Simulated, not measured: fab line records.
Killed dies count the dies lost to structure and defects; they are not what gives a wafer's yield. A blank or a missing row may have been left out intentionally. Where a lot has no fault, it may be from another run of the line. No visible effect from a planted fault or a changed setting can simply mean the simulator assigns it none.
Split-lot experiment + flow berkeley_cmos170 + 23 wafers read from 5 lots, route of 331 steps

== ON THE SPLIT ==
At UCB170_NSD_COAT_01 (resist thk 900 nm), the setting resist_thk_nm was moved away from the recipe's 900 nm on 9 of the 23 wafers read, by -3.5% to +5.1%. For the rest of the wafers, this setting stayed at what the recipe calls for.

The split's own step is where the reading is taken.

== THE READING ==
KrF_of_NSD_COAT_01.thk_nm (the simulator's own value, which no gauge read), in nm, at UCB170_NSD_COAT_01 (resist thk 900 nm). There is no usual value for it anywhere in the file. Here, 14 wafers ran the recipe; their average is 897.3 nm with a standard deviation of 2.3 nm.

| wafer  | tool, chamber at the split | resist_thk_nm as run, nm | against the recipe | KrF_of_NSD_COAT_01.thk_nm, nm | against lot-mates on the recipe |
|--------|----------------------------|--------------------------|--------------------|-------------------------------|---------------------------------|
| L074.2 | litho_track-03, 0          | 900                      | recipe             | 900.4                         | -                               |
| L074.3 | litho_track-03, 0          | 900                      | recipe             | 897.6                         | -                               |
| L074.4 | litho_track-03, 0          | 900                      | recipe             | 896.8                         | -                               |
| L077.1 | litho_track-02, 0          | 900                      | recipe             | 894                           | -                               |
| L077.2 | litho_track-02, 0          | 868.2                    | -3.5%              | 863.1                         | -29.9                           |
| L077.3 | litho_track-02, 0          | 868.2                    | -3.5%              | 864.9                         | -28.1                           |
| L077.5 | litho_track-02, 0          | 868.2                    | -3.5%              | 861.7                         | -31.3                           |
| L077.6 | litho_track-02, 0          | 900                      | recipe             | 892                           | -                               |
| L079.1 | litho_track-02, 0          | 900                      | recipe             | 897.7                         | -                               |
| L079.2 | litho_track-02, 0          | 900                      | recipe             | 898.6                         | -                               |
| L079.3 | litho_track-02, 0          | 900                      | recipe             | 896.6                         | -                               |
| L079.4 | litho_track-02, 0          | 900                      | recipe             | 897.3                         | -                               |
| L079.5 | litho_track-02, 0          | 900                      | recipe             | 898.5                         | -                               |
| L083.1 | litho_track-03, 0          | 932.4                    | +3.6%              | 936                           | +35.7                           |
| L083.2 | litho_track-03, 0          | 900                      | recipe             | 900.3                         | -                               |
| L083.4 | litho_track-03, 0          | 900                      | recipe             | 900.3                         | -                               |
| L083.5 | litho_track-03, 0          | 932.4                    | +3.6%              | 932.4                         | +32.1                           |
| L083.6 | litho_track-03, 0          | 932.4                    | +3.6%              | 932.6                         | +32.3                           |
| L085.1 | litho_track-02, 0          | 900                      | recipe             | 896                           | -                               |
| L085.2 | litho_track-02, 0          | 900                      | recipe             | 895.7                         | -                               |
| L085.3 | litho_track-02, 0          | 945.7                    | +5.1%              | 942.6                         | +46.8                           |
| L085.4 | litho_track-02, 0          | 945.7                    | +5.1%              | 942                           | +46.1                           |
| L085.5 | litho_track-02, 0          | 945.7                    | +5.1%              | 943.1                         | +47.2                           |

THE FIT
A straight line over all 23 wafers: KrF_of_NSD_COAT_01.thk_nm changes by +9.4 nm for each +1% of resist_thk_nm; r = +0.99; the points scatter about the line by 2.5 nm.
The same after taking each lot's own level away (the mean of its wafers on the recipe; 23 wafers): +8.97 nm for each +1%; r = +1.00; scatter 1.3 nm.
That fit puts the effect of the largest move of resist_thk_nm on the reading at 46 nm.
The span of the lots' own levels, 893.00 to 900.30 nm, comes to 3.2 times the standard deviation stated above.
Consequently the slope shifts little with the lot-to-lot level, the two slopes agreeing.
Check: with one of the wafers moved furthest among these (+5.1%) left out of the fit, the line predicts +46 nm for it against its lot-mates. Against them it came out at +46.8 nm.

== ADDITIONAL SPLITS CARRIED BY THESE WAFERS ==
Before the reading, these wafers also passed through other splits. Each is held against what the fit with the lots' levels taken away leaves over:
| other split on the same wafers       | wafers away from the commonest value | r with KrF_of_NSD_COAT_01.thk_nm (lot level and that fit taken away) |
|--------------------------------------|--------------------------------------|----------------------------------------------------------------------|
| UCB170_WELLDRIVE_OXIDATION_01 temp_c | 15                                   | +0.16                                                                |
| UCB170_ACTIVE_STRIP_16 power_w       | 4                                    | -0.10                                                                |
| UCB170_PFIELD_IMPLANT_07 dose_cm2    | 11                                   | +0.10                                                                |
| UCB170_NVT_COAT_01 spin_rpm          | 4                                    | +0.14                                                                |
| UCB170_GATE_OXIDATION_01 temp_c      | 15                                   | -0.07                                                                |
| UCB170_NLDD_PEB_04 peb_temp_c        | 11                                   | -0.09                                                                |
| UCB170_NLDD_IMPLANT_09 dose_cm2      | 6                                    | -0.16                                                                |
| UCB170_PSD_EXPOSE_03 dose_mj         | 11                                   | -0.06                                                                |

== THE FILE'S OWN FIT ==
KrF_of_NSD_COAT_01.thk_nm changes by +9.03 nm for each +1% of resist_thk_nm, r = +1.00.
